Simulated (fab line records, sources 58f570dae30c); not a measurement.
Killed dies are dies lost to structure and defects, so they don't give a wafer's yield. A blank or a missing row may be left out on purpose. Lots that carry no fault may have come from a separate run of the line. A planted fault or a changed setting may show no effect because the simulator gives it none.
fab line records ; flow berkeleyCmos170
[record] lots = 5; wafers = 23
route steps=331 shown M2@284 V2@299 M3@327
startH: the number of hours between the record's first day and the start of the first shown wafer of the lot ; waitH: hours elapsed since this lot's preceding step ; " as in the row above ; L1.1+2: several wafers, shown together as one row ; - no value, or no start given ; * or withheld: withheld ; < > ~ a bound
route shown NAME@n: a module of which the file shows steps, and the number in the route of the first ; usual: mean/standard deviation taken from wafers without a fault ; same: alike in all rows ; chamber/n: place in a boat ; sites: per-site readings ; _std_site: their standard deviation ; _edge_site: mean of outer sites minus mean of inner sites ; radiusMm: how far each site lies from the wafer's centre ; mask NAME#n: copy n ; behind: the most recent tool/chamber to have shaped the wafer ; hold: why the lot was held/for how many hours/how that ended ; device: the n, p or np transistor that did not switch ; end of line: tests of these same wafers at the route's end ; for a step that has no rows: nothing shown but its recipe ; killed: dies that structure and defects cost at the first sort, which is not the same as the wafer's yield ; map: shows each die of a wafer: x if killed, . if not, _ if none is there
set.NAME: the setting that was run; set.NAME@STEP: the one run at that earlier step ; model.NAME: the simulator's own value behind a step, which no gauge read
lots where settings were altered on purpose, with a table for each step and a row for each wafer
[[steps]]
[step UCB170_M2_PEB_13]
[recipe] pebTempC = 130; pebTimeS = withheld; resist = KrF
lot.wafer;tool;chamber;startH;waitH;set.pebTempC
L076.1+4+6;lithoTrack-03;0;170.40;1.0;126.7
L076.2+5;lithoTrack-03;0;170.40;1.0;130
L075.1+3+4;lithoTrack-02;0;173.20;0.5;130
L079.1+5;lithoTrack-03;0;185.46;0.1;130
L079.2+4+6;lithoTrack-03;0;185.46;0.1;131.7
L084.2+4+6;lithoTrack-04;0;205.09;0.8;130
L084.3+5;lithoTrack-04;0;205.09;0.8;132.5
L083.1+5;lithoTrack-02;0;205.34;0.7;130
L083.2+3+4;lithoTrack-02;0;205.34;0.7;133.2
[step UCB170_M2_DEVELOP_14]
[recipe] developer = TMAH; developTimeS = 45; resist = KrF; devTempC = 21
[step UCB170_M2_CD_MEAS_15]
[recipe] targetCdNm = 700
[usual] cdNm = 700.2/1.1
lot.wafer;tool;chamber;startH;waitH;set.doseMj@M2_EXPOSE_12;set.pebTempC@M2_PEB_13;cdNm
L076.1;cdSem-02;-;170.67;-;27.07;126.7;721.2
L076.2;cdSem-02;-;170.67;-;26;130;701.3
L076.4;cdSem-02;-;170.67;-;26;126.7;727.1
L076.5;cdSem-02;-;170.67;-;27.07;130;696.0
L076.6;cdSem-02;-;170.67;-;26;126.7;728.2
L075.1;cdSem-01;-;173.47;-;26;130;700.9
L075.3;cdSem-01;-;173.47;-;26;130;701.1
L075.4;cdSem-01;-;173.47;-;26;130;700.0
L079.1;cdSem-01;-;185.74;-;26;130;699.8
L079.2;cdSem-01;-;185.74;-;26;131.7;688.5
L079.4;cdSem-01;-;185.74;-;24.7;131.7;698.9
L079.5;cdSem-01;-;185.74;-;24.7;130;708.2
L079.6;cdSem-01;-;185.74;-;24.7;131.7;698.3
L084.2;cdSem-01;-;205.39;-;26;130;699.2
L084.3;cdSem-01;-;205.39;-;26;132.5;684.8
L084.4;cdSem-01;-;205.39;-;26;130;699.9
L084.5;cdSem-01;-;205.39;-;26;132.5;685.3
L084.6;cdSem-01;-;205.39;-;26;130;698.6
L083.1;cdSem-02;-;205.61;-;27.37;130;689.5
L083.2;cdSem-02;-;205.61;-;26;133.2;681.9
L083.3;cdSem-02;-;205.61;-;27.37;133.2;672.0
L083.4;cdSem-02;-;205.61;-;26;133.2;680.5
L083.5;cdSem-02;-;205.61;-;27.37;130;689.5
[step UCB170_M2_ETCH_17]
[recipe] chemistry = N2/H2; targetDepthA = withheld; overetchA = withheld; target = BARC; timeS = withheld; sourceW = 500; biasW = 100; pressureMtorr = 30; n2FlowSccm = 100; h2FlowSccm = 200
lot.wafer;tool;chamber;startH;waitH;set.doseMj@M2_EXPOSE_12;set.pebTempC@M2_PEB_13;model.M2.cdNm
L076.1;rieDiel-04;3;170.83;0.0;27.07;126.7;721.8
L076.2;rieDiel-04;2;170.83;0.0;26;130;701.2
L076.4;rieDiel-04;2;170.83;0.0;26;126.7;726.7
L076.5;rieDiel-04;1;170.83;0.0;27.07;130;695
L076.6;rieDiel-04;3;170.83;0.0;26;126.7;728.5
L075.1;rieDiel-04;1;173.63;0.0;26;130;699.9
L075.3;rieDiel-04;2;173.63;0.0;26;130;700.9
L075.4;rieDiel-04;1;173.63;0.0;26;130;699.2
L079.1;rieDiel-04;1;185.90;0.0;26;130;697.8
L079.2;rieDiel-04;0;185.90;0.0;26;131.7;687.6
L079.4;rieDiel-04;1;185.90;0.0;24.7;131.7;697.9
L079.5;rieDiel-04;1;185.90;0.0;24.7;130;707.5
L079.6;rieDiel-04;0;185.90;0.0;24.7;131.7;698.5
L084.2;rieDiel-02;3;205.52;0.0;26;130;698.8
L084.3;rieDiel-02;2;205.52;0.0;26;132.5;685.2
L084.4;rieDiel-02;1;205.52;0.0;26;130;699.8
L084.5;rieDiel-02;1;205.52;0.0;26;132.5;684.5
L084.6;rieDiel-02;2;205.52;0.0;26;130;699.4
L083.1;rieDiel-04;3;205.77;0.0;27.37;130;690.4
L083.2;rieDiel-04;2;205.77;0.0;26;133.2;682.7
L083.3;rieDiel-04;0;205.77;0.0;27.37;133.2;671.6
L083.4;rieDiel-04;1;205.77;0.0;26;133.2;678.7
L083.5;rieDiel-04;1;205.77;0.0;27.37;130;688
[step UCB170_M2_METAL_ETCH_18]
[recipe] chemistry = Cl2/BCl3; target = Al; stopOn = SiO2; pressureMtorr = 12; targetDepthA = 11700; overEtchFrac = 0.3; timeS = 195; icpW = 600; biasW = 120; Cl2_flow_sccm = 90; bcl3FlowSccm = 45
lot.wafer;tool;chamber;startH;waitH;set.pebTempC@M2_PEB_13;model.M2.cdNm
L076.1;rieMetal-03;1;170.87;-;126.7;720.8
L076.2;rieMetal-03;0;170.87;-;130;702.2
L076.4;rieMetal-03;1;170.87;-;126.7;723.5
L076.5;rieMetal-03;1;170.87;-;130;693.3
L076.6;rieMetal-03;0;170.87;-;126.7;725.2
L075.1;rieMetal-04;1;173.67;-;130;696.8
L075.3;rieMetal-04;0;173.67;-;130;701
L075.4;rieMetal-04;1;173.67;-;130;696.4
L079.1;rieMetal-01;1;185.96;-;130;697.8
L079.2;rieMetal-01;0;185.96;-;131.7;687.5
L079.4;rieMetal-01;1;185.96;-;131.7;697.1
L079.5;rieMetal-01;0;185.96;-;130;708.6
L079.6;rieMetal-01;1;185.96;-;131.7;697.8
L084.2;rieMetal-03;1;205.56;-;130;695.6
L084.3;rieMetal-03;0;205.56;-;132.5;683.9
L084.4;rieMetal-03;1;205.56;-;130;694.6
L084.5;rieMetal-03;1;205.56;-;132.5;680.9
L084.6;rieMetal-03;0;205.56;-;130;695.8
L083.1;rieMetal-01;1;205.81;-;130;689.7
L083.2;rieMetal-01;0;205.81;-;133.2;682.1
L083.3;rieMetal-01;0;205.81;-;133.2;671.7
L083.4;rieMetal-01;1;205.81;-;133.2;675.8
L083.5;rieMetal-01;1;205.81;-;130;686.5
[step UCB170_M2_STRIP_19]
[recipe] chemistry = O2; powerW = 400; pressureMtorr = 3500; platenTempC = withheld; o2FlowSccm = 400; overashFraction = 0.5
[step UCB170_M2_CD_MEAS_90]
[recipe] targetCdNm = 700
[usual] cdNm = 698.8/2.9
lot.wafer;tool;chamber;startH;waitH;set.pebTempC@M2_PEB_13;cdNm
L076.1;cdSem-01;-;171.16;0.1;126.7;721.2
L076.2;cdSem-01;-;171.16;0.1;130;702.0
L076.4;cdSem-01;-;171.16;0.1;126.7;723.3
L076.5;cdSem-01;-;171.16;0.1;130;693.5
L076.6;cdSem-01;-;171.16;0.1;126.7;724.9
L075.1;cdSem-01;-;173.96;0.1;130;696.7
L075.3;cdSem-01;-;173.96;0.1;130;700.6
L075.4;cdSem-01;-;173.96;0.1;130;696.6
L079.1;cdSem-01;-;186.25;0.1;130;697.8
L079.2;cdSem-01;-;186.25;0.1;131.7;687.4
L079.4;cdSem-01;-;186.25;0.1;131.7;697.2
L079.5;cdSem-01;-;186.25;0.1;130;708.8
L079.6;cdSem-01;-;186.25;0.1;131.7;697.2
L084.2;cdSem-01;-;205.87;0.1;130;695.7
L084.3;cdSem-01;-;205.87;0.1;132.5;683.8
L084.4;cdSem-01;-;205.87;0.1;130;694.5
L084.5;cdSem-01;-;205.87;0.1;132.5;681.0
L084.6;cdSem-01;-;205.87;0.1;130;695.4
L083.1;cdSem-02;-;206.10;0.1;130;689.5
L083.2;cdSem-02;-;206.10;0.1;133.2;682.0
L083.3;cdSem-02;-;206.10;0.1;133.2;671.8
L083.4;cdSem-02;-;206.10;0.1;133.2;675.7
L083.5;cdSem-02;-;206.10;0.1;130;686.5
[step UCB170_V2_COAT_07]
[recipe] resist = KrF; spinRpm = 1500; resistThkNm = 900
lot.wafer;tool;chamber;startH;waitH;set.resistThkNm;model.KrF_of_V2_COAT_07.thkNm
L076.1;lithoTrack-02;0;172.90;0.1;852.1;850
L076.2;lithoTrack-02;0;172.90;0.1;900;898.5
L076.4;lithoTrack-02;0;172.90;0.1;852.1;849.7
L076.5;lithoTrack-02;0;172.90;0.1;900;897.9
L076.6;lithoTrack-02;0;172.90;0.1;900;897.7
L075.1;lithoTrack-02;0;175.10;0.1;900;902.2
L075.3;lithoTrack-02;0;175.10;0.1;900;899.6
L075.4;lithoTrack-02;0;175.10;0.1;900;901.2
L079.1;lithoTrack-02;0;189.72;0.1;864.8;865.9
L079.2;lithoTrack-02;0;189.72;0.1;900;902.1
L079.4;lithoTrack-02;0;189.72;0.1;864.8;867.8
L079.5;lithoTrack-02;0;189.72;0.1;900;900
L079.6;lithoTrack-02;0;189.72;0.1;900;901.2
L083.1;lithoTrack-04;0;208.60;0.1;900;902
L083.2;lithoTrack-04;0;208.60;0.1;900;905.7
L083.3;lithoTrack-04;0;208.60;0.1;900;902.4
L083.4;lithoTrack-04;0;208.60;0.1;900;901.3
L083.5;lithoTrack-04;0;208.60;0.1;900;903
L084.2;lithoTrack-02;0;208.63;0.1;900;901.7
L084.3;lithoTrack-02;0;208.63;0.1;873.2;871.5
L084.4;lithoTrack-02;0;208.63;0.1;900;898.8
L084.5;lithoTrack-02;0;208.63;0.1;900;899.9
L084.6;lithoTrack-02;0;208.63;0.1;873.2;870
[step UCB170_V2_ETCH_14]
[recipe] chemistry = CHF3/CF4/Ar; target = SiO2; stopOn = Al; CHF3_flow_sccm = 45; cf4FlowSccm = 15; Ar_flow_sccm = 150; pressureMtorr = 200; rfW = 700; targetDepthA = 12500; overEtchFrac = 0.25; timeS = 291
lot.wafer;tool;chamber;startH;waitH;set.timeS;set.resistThkNm@V2_COAT_07;model.KrF_of_V2_COAT_07.thkNm
L076.1;rieDiel-03;3;174.22;0.0;291;852.1;566.5
L076.2;rieDiel-03;0;174.22;0.0;291;900;611.7
L076.4;rieDiel-03;2;174.22;0.0;291;852.1;563.6
L076.5;rieDiel-03;3;174.22;0.0;291;900;611
L076.6;rieDiel-03;2;174.22;0.0;291;900;611.2
L075.1;rieDiel-01;3;176.35;0.0;291;900;617.4
L075.3;rieDiel-01;2;176.35;0.0;291;900;607.7
L075.4;rieDiel-01;3;176.35;0.0;291;900;613.4
L079.1;rieDiel-03;1;191.11;0.0;329.5;864.8;544.1
L079.2;rieDiel-03;3;191.11;0.0;329.5;900;580.8
L079.4;rieDiel-03;2;191.11;0.0;329.5;864.8;546.5
L079.5;rieDiel-03;3;191.11;0.0;291;900;613.1
L079.6;rieDiel-03;0;191.11;0.0;291;900;617.5
L084.2;rieDiel-03;2;209.45;0.0;291;900;613.2
L084.3;rieDiel-03;0;209.45;0.0;291;873.2;585.6
L084.4;rieDiel-03;1;209.45;0.0;291;900;609.7
L084.5;rieDiel-03;0;209.45;0.0;291;900;613.1
L084.6;rieDiel-03;3;209.45;0.0;291;873.2;583.3
L083.1;rieDiel-02;1;209.69;0.0;291;900;612.3
L083.2;rieDiel-02;2;209.69;0.0;291;900;616.6
L083.3;rieDiel-02;3;209.69;0.0;291;900;614.1
L083.4;rieDiel-02;3;209.69;0.0;266.9;900;637.6
L083.5;rieDiel-02;1;209.69;0.0;266.9;900;638.4
[step UCB170_V2_STRIP_15]
[recipe] chemistry = O2; powerW = 400; pressureMtorr = 3500; platenTempC = withheld; o2FlowSccm = 400; overashFraction = 0.5
[usual] stripTimeToEndpointS = 15.38/0.1
lot.wafer;tool;chamber;startH;waitH;set.resistThkNm@V2_COAT_07;set.timeS@V2_ETCH_14;stripTimeToEndpointS
L076.1;plasmaAsher-02;0;174.40;0.1;852.1;291;14.29
L076.2;plasmaAsher-02;1;174.40;0.1;900;291;15.36
L076.4;plasmaAsher-02;1;174.40;0.1;852.1;291;14.22
L076.5;plasmaAsher-02;0;174.40;0.1;900;291;15.35
L076.6;plasmaAsher-02;1;174.40;0.1;900;291;15.34
L075.1;plasmaAsher-01;0;176.53;0.1;900;291;15.48
L075.3;plasmaAsher-01;1;176.53;0.1;900;291;15.26
L075.4;plasmaAsher-01;0;176.53;0.1;900;291;15.38
L079.1;plasmaAsher-04;0;191.29;0.1;864.8;329.5;13.74
L079.2;plasmaAsher-04;1;191.29;0.1;900;329.5;14.61
L079.4;plasmaAsher-04;1;191.29;0.1;864.8;329.5;13.81
L079.5;plasmaAsher-04;0;191.29;0.1;900;291;15.39
L079.6;plasmaAsher-04;1;191.29;0.1;900;291;15.49
L084.2;plasmaAsher-04;0;209.63;0.1;900;291;15.40
L084.3;plasmaAsher-04;0;209.63;0.1;873.2;291;14.72
L084.4;plasmaAsher-04;1;209.63;0.1;900;291;15.30
L084.5;plasmaAsher-04;1;209.63;0.1;900;291;15.38
L084.6;plasmaAsher-04;0;209.63;0.1;873.2;291;14.69
L083.1;plasmaAsher-01;0;209.87;0.1;900;291;15.35
L083.2;plasmaAsher-01;1;209.87;0.1;900;291;15.46
L083.3;plasmaAsher-01;1;209.87;0.1;900;291;15.41
L083.4;plasmaAsher-01;0;209.87;0.1;900;266.9;15.89
L083.5;plasmaAsher-01;1;209.87;0.1;900;266.9;15.91
[step UCB170_M3_METAL_ETCH_18]
[recipe] chemistry = Cl2/BCl3; target = Al; stopOn = SiO2; pressureMtorr = 12; targetDepthA = 11700; overEtchFrac = 0.3; timeS = 195; icpW = 600; biasW = 120; Cl2_flow_sccm = 90; bcl3FlowSccm = 45
lot.wafer;tool;chamber;startH;waitH;set.timeS
L076.1+2+4+5+6;rieMetal-01;1,0,0,0,1;178.11;-;195
L075.1+3+4;rieMetal-02;1,1,0;181.37;-;195
L079.1+2+4+5+6;rieMetal-02;1,0,0,1,0;199.84;-;195
L084.2+5;rieMetal-02;0,1;212.08;-;195
L084.3+4+6;rieMetal-02;0,1,0;212.08;-;213.9
L083.1+4+5;rieMetal-03;0,0,1;212.76;-;221.2
L083.2+3;rieMetal-03;1;212.76;-;195
[step UCB170_M3_STRIP_19]
[recipe] chemistry = O2; powerW = 400; pressureMtorr = 3500; platenTempC = withheld; o2FlowSccm = 400; overashFraction = 0.5
[usual] oesProductAu = 0.538/0.0079
lot.wafer;tool;chamber;startH;waitH;set.timeS@M3_METAL_ETCH_18;oesProductAu
L076.1;plasmaAsher-01;0;178.30;0.1;195;0.541
L076.2;plasmaAsher-01;1;178.30;0.1;195;0.542
L076.4;plasmaAsher-01;1;178.30;0.1;195;0.543
L076.5;plasmaAsher-01;1;178.30;0.1;195;0.538
L076.6;plasmaAsher-01;0;178.30;0.1;195;0.540
L075.1;plasmaAsher-03;1;181.56;0.1;195;0.536
L075.3;plasmaAsher-03;1;181.56;0.1;195;0.529
L075.4;plasmaAsher-03;0;181.56;0.1;195;0.542
L079.1;plasmaAsher-04;1;200.03;0.1;195;0.533
L079.2;plasmaAsher-04;0;200.03;0.1;195;0.540
L079.4;plasmaAsher-04;0;200.03;0.1;195;0.526
L079.5;plasmaAsher-04;1;200.03;0.1;195;0.528
L079.6;plasmaAsher-04;0;200.03;0.1;195;0.540
L084.2;plasmaAsher-03;1;212.27;0.1;195;0.550
L084.3;plasmaAsher-03;1;212.27;0.1;213.9;0.470
L084.4;plasmaAsher-03;0;212.27;0.1;213.9;0.466
L084.5;plasmaAsher-03;1;212.27;0.1;195;0.537
L084.6;plasmaAsher-03;0;212.27;0.1;213.9;0.481
L083.1;plasmaAsher-03;1;212.94;0.1;221.2;0.438
L083.2;plasmaAsher-03;0;212.94;0.1;195;0.530
L083.3;plasmaAsher-03;0;212.94;0.1;195;0.539
L083.4;plasmaAsher-03;1;212.94;0.1;221.2;0.443
L083.5;plasmaAsher-03;0;212.94;0.1;221.2;0.443
[[key]]
[split] step = UCB170_M2_PEB_13; setting = pebTempC; stated = 130; by = wafer
[response] step = UCB170_M2_CD_MEAS_15; reading = cdNm; change = -7.54; per = 1%; r = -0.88
[response] step = UCB170_M2_ETCH_17; reading = model.M2.cdNm; change = -7.63; per = 1%; r = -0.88
[response] step = UCB170_M2_METAL_ETCH_18; reading = model.M2.cdNm; change = -7.25; per = 1%; r = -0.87
[response] step = UCB170_M2_CD_MEAS_90; reading = cdNm; change = -7.24; per = 1%; r = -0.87
[split] step = UCB170_V2_COAT_07; setting = resistThkNm; stated = 900; by = wafer
[response] step = UCB170_V2_COAT_07; reading = model.KrF_of_V2_COAT_07.thkNm; change = +9.11; per = 1%; r = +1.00
[response] step = UCB170_V2_ETCH_14; reading = model.KrF_of_V2_COAT_07.thkNm; change = +10.6; per = 1%; r = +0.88
[response] step = UCB170_V2_STRIP_15; reading = stripTimeToEndpointS; change = *; per = 1%; r = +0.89
[split] step = UCB170_V2_ETCH_14; setting = timeS; stated = 291; by = wafer
[response] step = UCB170_V2_ETCH_14; reading = model.KrF_of_V2_COAT_07.thkNm; slope = -2.72; per = 1%; togetherWith = resistThkNm@V2_COAT_07; explained = 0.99
[response] step = UCB170_V2_STRIP_15; reading = stripTimeToEndpointS; slope = *; per = 1%; togetherWith = resistThkNm@V2_COAT_07; explained = 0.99
[split] step = UCB170_M3_METAL_ETCH_18; setting = timeS; stated = 195; by = wafer
[response] step = UCB170_M3_STRIP_19; reading = oesProductAu; change = -0.00708; per = 1%; r = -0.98
split outsideThisFile step=UCB170_M2_EXPOSE_12 setting=doseMj
// split outsideThisFile: this setting was split too, and the file shows its column; the key of that split is in another file
